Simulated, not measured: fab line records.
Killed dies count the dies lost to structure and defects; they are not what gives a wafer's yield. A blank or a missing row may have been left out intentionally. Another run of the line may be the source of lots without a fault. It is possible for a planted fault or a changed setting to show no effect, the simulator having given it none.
Split-lot trial / flow berkeleyCmos170 / 23 wafers read from 5 lots, route of 331 steps

== SPLIT DETAILS ==
At UCB170_V1_ETCH_14 (etches SiO2 in CHF3/CF4/Ar, stops on Al, target depth 1250 nm, time 291 s), the setting timeS was moved away from the recipe's 291 s on 8 of the 23 wafers read, by -11.1% to +13.4%. The other wafers ran this setting at the recipe's value.

Reading taken at the split's own step.

== THE READING ==
KrF_of_V1_COAT_07.thkNm (the simulator's own value, which no gauge read), in nm, at UCB170_V1_ETCH_14 (etches SiO2 in CHF3/CF4/Ar, stops on Al, target depth 1250 nm, time 291 s). There is no usual value for it anywhere in the file. The 15 wafers here that ran the recipe average 613.2 nm, standard deviation 4.4 nm.

wafer=L075.1; tool, chamber at the split=rieDiel-03, 3; timeS as run, s=291; against the recipe=recipe; KrF_of_V1_COAT_07.thkNm, nm=617.1; against lot-mates on the recipe=-
wafer=L075.2; tool, chamber at the split=rieDiel-03, 2; timeS as run, s=291; against the recipe=recipe; KrF_of_V1_COAT_07.thkNm, nm=614.2; against lot-mates on the recipe=-
wafer=L075.3; tool, chamber at the split=rieDiel-03, 0; timeS as run, s=291; against the recipe=recipe; KrF_of_V1_COAT_07.thkNm, nm=616.8; against lot-mates on the recipe=-
wafer=L075.4; tool, chamber at the split=rieDiel-03, 1; timeS as run, s=291; against the recipe=recipe; KrF_of_V1_COAT_07.thkNm, nm=620.2; against lot-mates on the recipe=-
wafer=L075.5; tool, chamber at the split=rieDiel-03, 0; timeS as run, s=291; against the recipe=recipe; KrF_of_V1_COAT_07.thkNm, nm=614.8; against lot-mates on the recipe=-
wafer=L078.3; tool, chamber at the split=rieDiel-02, 3; timeS as run, s=291; against the recipe=recipe; KrF_of_V1_COAT_07.thkNm, nm=607.7; against lot-mates on the recipe=-
wafer=L078.5; tool, chamber at the split=rieDiel-02, 3; timeS as run, s=291; against the recipe=recipe; KrF_of_V1_COAT_07.thkNm, nm=604.7; against lot-mates on the recipe=-
wafer=L078.6; tool, chamber at the split=rieDiel-02, 2; timeS as run, s=291; against the recipe=recipe; KrF_of_V1_COAT_07.thkNm, nm=605.2; against lot-mates on the recipe=-
wafer=L079.2; tool, chamber at the split=rieDiel-02, 2; timeS as run, s=258.7; against the recipe=-11.1%; KrF_of_V1_COAT_07.thkNm, nm=646.3; against lot-mates on the recipe=+29.9
wafer=L079.3; tool, chamber at the split=rieDiel-02, 0; timeS as run, s=258.7; against the recipe=-11.1%; KrF_of_V1_COAT_07.thkNm, nm=640; against lot-mates on the recipe=+23.6
wafer=L079.4; tool, chamber at the split=rieDiel-02, 1; timeS as run, s=258.7; against the recipe=-11.1%; KrF_of_V1_COAT_07.thkNm, nm=642.9; against lot-mates on the recipe=+26.5
wafer=L079.5; tool, chamber at the split=rieDiel-02, 3; timeS as run, s=291; against the recipe=recipe; KrF_of_V1_COAT_07.thkNm, nm=615.3; against lot-mates on the recipe=-
wafer=L079.6; tool, chamber at the split=rieDiel-02, 2; timeS as run, s=291; against the recipe=recipe; KrF_of_V1_COAT_07.thkNm, nm=617.5; against lot-mates on the recipe=-
wafer=L082.1; tool, chamber at the split=rieDiel-02, 0; timeS as run, s=291; against the recipe=recipe; KrF_of_V1_COAT_07.thkNm, nm=610.8; against lot-mates on the recipe=-
wafer=L082.2; tool, chamber at the split=rieDiel-02, 2; timeS as run, s=306; against the recipe=+5.2%; KrF_of_V1_COAT_07.thkNm, nm=600.1; against lot-mates on the recipe=-11.4
wafer=L082.3; tool, chamber at the split=rieDiel-02, 3; timeS as run, s=306; against the recipe=+5.2%; KrF_of_V1_COAT_07.thkNm, nm=603.9; against lot-mates on the recipe=-7.6
wafer=L082.4; tool, chamber at the split=rieDiel-02, 1; timeS as run, s=291; against the recipe=recipe; KrF_of_V1_COAT_07.thkNm, nm=613.1; against lot-mates on the recipe=-
wafer=L082.5; tool, chamber at the split=rieDiel-02, 0; timeS as run, s=291; against the recipe=recipe; KrF_of_V1_COAT_07.thkNm, nm=610.7; against lot-mates on the recipe=-
wafer=L084.2; tool, chamber at the split=rieDiel-02, 0; timeS as run, s=291; against the recipe=recipe; KrF_of_V1_COAT_07.thkNm, nm=613.1; against lot-mates on the recipe=-
wafer=L084.3; tool, chamber at the split=rieDiel-02, 2; timeS as run, s=330.1; against the recipe=+13.4%; KrF_of_V1_COAT_07.thkNm, nm=571.9; against lot-mates on the recipe=-42.9
wafer=L084.4; tool, chamber at the split=rieDiel-02, 3; timeS as run, s=291; against the recipe=recipe; KrF_of_V1_COAT_07.thkNm, nm=616.4; against lot-mates on the recipe=-
wafer=L084.5; tool, chamber at the split=rieDiel-02, 1; timeS as run, s=330.1; against the recipe=+13.4%; KrF_of_V1_COAT_07.thkNm, nm=572.5; against lot-mates on the recipe=-42.2
wafer=L084.6; tool, chamber at the split=rieDiel-02, 0; timeS as run, s=330.1; against the recipe=+13.4%; KrF_of_V1_COAT_07.thkNm, nm=573.3; against lot-mates on the recipe=-41.5

THE FIT
A straight line over all 23 wafers: KrF_of_V1_COAT_07.thkNm changes by -2.84 nm for each +1% of timeS; r = -0.98; the points scatter about the line by 4.2 nm.
The same after taking each lot's own level away (the mean of its wafers on the recipe; 23 wafers): -2.77 nm for each +1%; r = -0.99; scatter 3.3 nm.
That fit puts the effect of the largest move of timeS on the reading at 37 nm.
From 605.87 to 616.62 nm: that is the span of the lots' own levels, equal to 2.4 times the standard deviation above.
The two slopes agree, so the slope changes little with the lot-to-lot level.
Check: -36.7 nm against its lot-mates is what the line predicts for one of the wafers moved furthest among these (+13.4%) when that wafer is left out of the fit. It came out at -42.9 nm against them.

== OTHER SPLITS APPLIED TO THESE WAFERS ==
Other splits were also applied to these wafers ahead of the reading. Each is held against what the fit with the lots' levels taken away leaves over:
other split on the same wafers=UCB170_CONTACT_COAT_10 spinRpm; wafers away from the commonest value=7; r with KrF_of_V1_COAT_07.thkNm (lot level and that fit taken away)=-0.17
other split on the same wafers=UCB170_CONTACT_ETCH_17 pressureMtorr; wafers away from the commonest value=18; r with KrF_of_V1_COAT_07.thkNm (lot level and that fit taken away)=+0.15
other split on the same wafers=UCB170_M1_COAT_04 resistThkNm; wafers away from the commonest value=5; r with KrF_of_V1_COAT_07.thkNm (lot level and that fit taken away)=+0.20
other split on the same wafers=UCB170_V1_PEB_10 pebTempC; wafers away from the commonest value=9; r with KrF_of_V1_COAT_07.thkNm (lot level and that fit taken away)=-0.12

== THE WHOLE CHAIN: every reading that the file lists as answering this split, in the file's order ==
step=UCB170_V1_ETCH_14; what it does=etches SiO2 in CHF3/CF4/Ar, stops on Al, target depth 1250 nm, time 291 s; reading=KrF_of_V1_COAT_07.thkNm (the simulator's own value, which no gauge read); change (the file's fit)=-2.76 nm for each +1% of the setting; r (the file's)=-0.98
step=UCB170_V1_STRIP_15; what it does=strips in O2; reading=stripTimeToEndpointS; change (the file's fit)=withheld for each +1% of the setting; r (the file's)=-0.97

== FILE'S OWN FIT ==
KrF_of_V1_COAT_07.thkNm changes by -2.76 nm for each +1% of timeS, r = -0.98.
